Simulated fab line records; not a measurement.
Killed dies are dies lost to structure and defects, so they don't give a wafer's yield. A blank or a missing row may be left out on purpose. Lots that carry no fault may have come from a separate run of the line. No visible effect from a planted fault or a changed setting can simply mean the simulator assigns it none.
Which tool did it? :: flow berkeleyCmos170 :: Sampling: 14 lots, 42 wafers, 4 of 331 route steps

## WHAT EACH GAUGE READ, for each wafer
UCB170_M1_RS_MEAS_01: measures by four-point-probe. Usual: M1_AL_RS typically reads 0.0484 ohm/sq, with standard deviation 0.00067.
lot: L796
measured: day 7 16:12
on: filmMetro-01
M1_AL_RS (ohm/sq): 0.0482 0.0486 0.0485
flag: 

lot: L793
measured: day 7 18:02
on: filmMetro-04
M1_AL_RS (ohm/sq): 0.0479 0.0482 0.0479
flag: 

lot: L797
measured: day 7 23:52
on: filmMetro-02
M1_AL_RS (ohm/sq): 0.0492 0.0493 0.0498
flag: 

lot: L798
measured: day 8 00:06
on: filmMetro-01
M1_AL_RS (ohm/sq): 0.0476 0.0488 0.0495
flag: 

lot: L800
measured: day 8 17:28
on: filmMetro-04
M1_AL_RS (ohm/sq): 0.0488 0.0485 0.0485
flag: 

lot: L799
measured: day 8 18:12
on: filmMetro-02
M1_AL_RS (ohm/sq): 0.0485 0.0490 0.0481
flag: 

lot: L801
measured: day 8 23:40
on: filmMetro-04
M1_AL_RS (ohm/sq): 0.0481 0.0482 0.0481
flag: 

lot: L804
measured: day 9 19:08
on: filmMetro-04
M1_AL_RS (ohm/sq): 0.0500 0.0488 0.0488
flag: 

lot: L805
measured: day 9 19:25
on: filmMetro-02
M1_AL_RS (ohm/sq): 0.0491 0.0495 0.0497
flag: 

lot: L806
measured: day 9 23:30
on: filmMetro-04
M1_AL_RS (ohm/sq): 0.0483 0.0485 0.0487
flag: 

lot: L807
measured: day 10 13:35
on: filmMetro-04
M1_AL_RS (ohm/sq): 0.0489 0.0485 0.0486
flag: 

lot: L814
measured: day 11 15:47
on: filmMetro-04
M1_AL_RS (ohm/sq): 0.0484 0.0493 0.0482
flag: 

lot: L815
measured: day 12 00:58
on: filmMetro-02
M1_AL_RS (ohm/sq): 0.0491 0.0483 0.0485
flag: 

lot: L816
measured: day 12 02:13
on: filmMetro-01
M1_AL_RS (ohm/sq): 0.0475 0.0484 0.0478
flag: 

UCB170_M1_THK_MEAS_02: measures by xrf. Usual: M1_AL_THK typically reads 603 nm, with standard deviation 8.7.
lot: L796
measured: day 7 16:19
on: filmMetro-01
M1_AL_THK (nm): 608 603 603
flag: 

lot: L793
measured: day 7 18:08
on: filmMetro-04
M1_AL_THK (nm): 606 605 607
flag: 

lot: L797
measured: day 7 23:59
on: filmMetro-02
M1_AL_THK (nm): 591 585 583
flag: 

lot: L798
measured: day 8 00:12
on: filmMetro-01
M1_AL_THK (nm): 613 603 594
flag: 

lot: L800
measured: day 8 17:35
on: filmMetro-04
M1_AL_THK (nm): 597 597 597
flag: 

lot: L799
measured: day 8 18:17
on: filmMetro-02
M1_AL_THK (nm): 600 594 604
flag: 

lot: L801
measured: day 8 23:47
on: filmMetro-04
M1_AL_THK (nm): 604 606 605
flag: 

lot: L804
measured: day 9 19:16
on: filmMetro-04
M1_AL_THK (nm): 581 597 597
flag: 

lot: L805
measured: day 9 19:32
on: filmMetro-02
M1_AL_THK (nm): 598 593 585
flag: 

lot: L806
measured: day 9 23:37
on: filmMetro-04
M1_AL_THK (nm): 606 600 598
flag: 

lot: L807
measured: day 10 13:41
on: filmMetro-04
M1_AL_THK (nm): 593 598 597
flag: 

lot: L814
measured: day 11 15:54
on: filmMetro-04
M1_AL_THK (nm): 603 590 603
flag: 

lot: L815
measured: day 12 01:05
on: filmMetro-02
M1_AL_THK (nm): 596 604 599
flag: 

lot: L816
measured: day 12 02:20
on: filmMetro-01
M1_AL_THK (nm): 621 607 614
flag: 

UCB170_V2_BOW_MEAS_03. Usual: V2_BOW typically reads 36 um, with standard deviation 6.4.
lot: L796
measured: day 8 04:22
on: filmMetro-02
V2_BOW (um): 49 41 29
flag: 

lot: L793
measured: day 8 04:43
on: filmMetro-03
V2_BOW (um): 32 44 28
flag: 

lot: L797
measured: day 8 12:02
on: filmMetro-03
V2_BOW (um): 34 31 27
flag: 

lot: L798
measured: day 8 12:20
on: filmMetro-04
V2_BOW (um): 42 40 29
flag: 

lot: L800
measured: day 9 06:16
on: filmMetro-02
V2_BOW (um): 48 41 34
flag: 

lot: L799
measured: day 9 06:05
on: filmMetro-04
V2_BOW (um): 25 30 40
flag: 

lot: L801
measured: day 9 12:16
on: filmMetro-03
V2_BOW (um): 39 32 29
flag: 

lot: L804
measured: day 10 07:31
on: filmMetro-02
V2_BOW (um): 30 28 36
flag: 

lot: L805
measured: day 10 07:23
on: filmMetro-03
V2_BOW (um): 28 41 29
flag: 

lot: L806
measured: day 10 14:34
on: filmMetro-03
V2_BOW (um): 46 36 47
flag: 

lot: L807
measured: day 11 06:12
on: filmMetro-02
V2_BOW (um): 51 29 41
flag: 

lot: L814
measured: day 12 05:32
on: filmMetro-02
V2_BOW (um): 34 41 35
flag: 

lot: L815
measured: day 12 12:56
on: filmMetro-04
V2_BOW (um): 43 38 31
flag: 

lot: L816
measured: day 12 15:48
on: filmMetro-03
V2_BOW (um): 55 36 26
flag: 

## EACH LOT AND THE TOOL THAT RAN IT (in order: tool; ch and the chambers of the sampled wafers; start)
lot: L796
UCB170_M2_SOFTBAKE_11: lithoTrack-01 ch 0, day 8 02:00

lot: L793
UCB170_M2_SOFTBAKE_11: lithoTrack-04 ch 0, day 8 02:00

lot: L797
UCB170_M2_SOFTBAKE_11: lithoTrack-02 ch 0, day 8 10:00

lot: L798
UCB170_M2_SOFTBAKE_11: lithoTrack-01 ch 0, day 8 10:00

lot: L800
UCB170_M2_SOFTBAKE_11: lithoTrack-02 ch 0, day 9 04:00

lot: L799
UCB170_M2_SOFTBAKE_11: lithoTrack-01 ch 0, day 9 04:00

lot: L801
UCB170_M2_SOFTBAKE_11: lithoTrack-02 ch 0, day 9 10:00

lot: L804
UCB170_M2_SOFTBAKE_11: lithoTrack-01 ch 0, day 10 05:00

lot: L805
UCB170_M2_SOFTBAKE_11: lithoTrack-02 ch 0, day 10 05:00

lot: L806
UCB170_M2_SOFTBAKE_11: lithoTrack-04 ch 0, day 10 12:00

lot: L807
UCB170_M2_SOFTBAKE_11: lithoTrack-01 ch 0, day 11 03:00

lot: L814
UCB170_M2_SOFTBAKE_11: lithoTrack-02 ch 0, day 12 03:00

lot: L815
UCB170_M2_SOFTBAKE_11: lithoTrack-02 ch 0, day 12 10:00

lot: L816
UCB170_M2_SOFTBAKE_11: lithoTrack-02 ch 0, day 12 14:00
- UCB170_M2_SOFTBAKE_11: time 60 s.

## AS READ BY THE TOOLS THEMSELVES (means over the sampled wafers that have a number; for cases with no such wafer, the mark the record gives instead)
UCB170_M2_SOFTBAKE_11. Usual: plateTempC 130.00 C, standard deviation 0.14; runLengthS 89.26 s, standard deviation 0.12.
lot: L796
tool: lithoTrack-01
plateTempC (C): 129.83
runLengthS (s): 89.28
flag: 

lot: L793
tool: lithoTrack-04
plateTempC (C): 130.08
runLengthS (s): 89.20
flag: 

lot: L797
tool: lithoTrack-02
plateTempC (C): 129.78
runLengthS (s): 89.21
flag: 

lot: L798
tool: lithoTrack-01
plateTempC (C): 130.12
runLengthS (s): 89.30
flag: 

lot: L800
tool: lithoTrack-02
plateTempC (C): 130.08
runLengthS (s): 89.26
flag: 

lot: L799
tool: lithoTrack-01
plateTempC (C): 130.02
runLengthS (s): 89.29
flag: 

lot: L801
tool: lithoTrack-02
plateTempC (C): 130.02
runLengthS (s): 89.20
flag: 

lot: L804
tool: lithoTrack-01
plateTempC (C): 130.13
runLengthS (s): 93.03
flag: OFF

lot: L805
tool: lithoTrack-02
plateTempC (C): 130.19
runLengthS (s): 89.19
flag: 

lot: L806
tool: lithoTrack-04
plateTempC (C): 129.93
runLengthS (s): 89.12
flag: 

lot: L807
tool: lithoTrack-01
plateTempC (C): 129.89
runLengthS (s): 92.89
flag: OFF

lot: L814
tool: lithoTrack-02
plateTempC (C): 130.17
runLengthS (s): 89.34
flag: 

lot: L815
tool: lithoTrack-02
plateTempC (C): 130.11
runLengthS (s): 89.18
flag: 

lot: L816
tool: lithoTrack-02
plateTempC (C): 129.96
runLengthS (s): 89.37
flag: 

## THE ANSWER, worked out from the rows above alone
Rule: a lot counts as off when the mean over its wafers that have a number is more than 3 standard deviations away from the usual mean. A lot without any number at a reading at which 4 lots or more have one is off too. Any other lot the step has rows for is counted as sound. First the gauges in route order, then the tools' own readings, where a lot's mean is used as printed above. At the first step where some lot is off, the reading lying furthest off is the one used; lots without a number count as furthest.
Off: L804, L807 (UCB170_M2_SOFTBAKE_11, runLengthS).
If a tool, at that step or one of the process steps before it, ran each lot that is off and ran no sound lot following the first of them, it fits. One fits: UCB170_M2_SOFTBAKE_11 on lithoTrack-01. A fault onset in the window from L799 (day 9 04:00, its last sound lot) to L804 (day 10 05:00, its first lot off) fits.
On the lots that are off, the tool's own readings at UCB170_M2_SOFTBAKE_11 differ by more than 5 times the standard deviation of the sound lots' means, which bears it out; runLengthS reads 92.96 s there versus 89.25 s on the sound lots.

## WHAT HAD BEEN PUT IN BY THE SIMULATOR
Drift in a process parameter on lithoTrack-01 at UCB170_M2_SOFTBAKE_11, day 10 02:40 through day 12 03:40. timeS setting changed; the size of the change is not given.
Shown lots that were struck: L804, L807. The rule given above showed the same thing.
